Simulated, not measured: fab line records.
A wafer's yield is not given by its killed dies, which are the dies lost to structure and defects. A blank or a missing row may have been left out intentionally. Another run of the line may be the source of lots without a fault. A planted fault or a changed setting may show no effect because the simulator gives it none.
The tool behind it: which one? || flow ritCmos || 7 lots, 21 wafers sampled, at 1 step of a route of 202

== WHAT THE GAUGES READ, wafer by wafer ==
RIT_ACTIVE_CD_MEAS_90 targets a cd of 1400 nm.
{"lot": "L984", "measured": "day 1 22:20", "on": "cdSem-02", "cdNm (nm)": "1396.4 1396.6 1394.2"}
{"lot": "L986", "measured": "day 2 06:12", "on": "cdSem-02", "cdNm (nm)": "1397.9 1399.2 1397.1"}
{"lot": "L988", "measured": "day 2 16:15", "on": "cdSem-02", "cdNm (nm)": "1401.0 1397.6 1397.0"}
{"lot": "L991", "measured": "day 3 07:11", "on": "cdSem-02", "cdNm (nm)": "1402.7 1404.3 1403.6"}
{"lot": "L993", "measured": "day 3 18:37", "on": "cdSem-01", "cdNm (nm)": "1401.9 1403.5 1402.8"}
{"lot": "L999", "measured": "day 4 23:36", "on": "cdSem-02", "cdNm (nm)": "1403.6 1403.2 1403.2"}
{"lot": "L104", "measured": "day 6 00:59", "on": "cdSem-02", "cdNm (nm)": "1399.1 1401.3 1400.6"}

== TOOL THAT RAN EACH LOT (tool first, then ch and the chambers of the sampled wafers, then the start) ==
No process step before these readings appears in the record.

== THE ANSWER, worked out from the rows above alone ==
Rule: the lots themselves supply what counts as usual. Put in order of their means at a reading, lots are off if they are a third of the lots or fewer, leave a main group of 4 or more, and stand apart from it by a gap of 3 or more times the standard deviation of the main group's means; of several such gaps the widest counts. A main group is skipped when, at the precision printed for the reading in the tables above, its means are all equal. A lot without any number at a reading at which 4 lots or more have one is off too. All remaining lots with rows at the step are treated as sound.
Across all readings shown, no lot is off: no conclusion can be drawn from this.

== WHAT THE SIMULATOR PUT IN ==
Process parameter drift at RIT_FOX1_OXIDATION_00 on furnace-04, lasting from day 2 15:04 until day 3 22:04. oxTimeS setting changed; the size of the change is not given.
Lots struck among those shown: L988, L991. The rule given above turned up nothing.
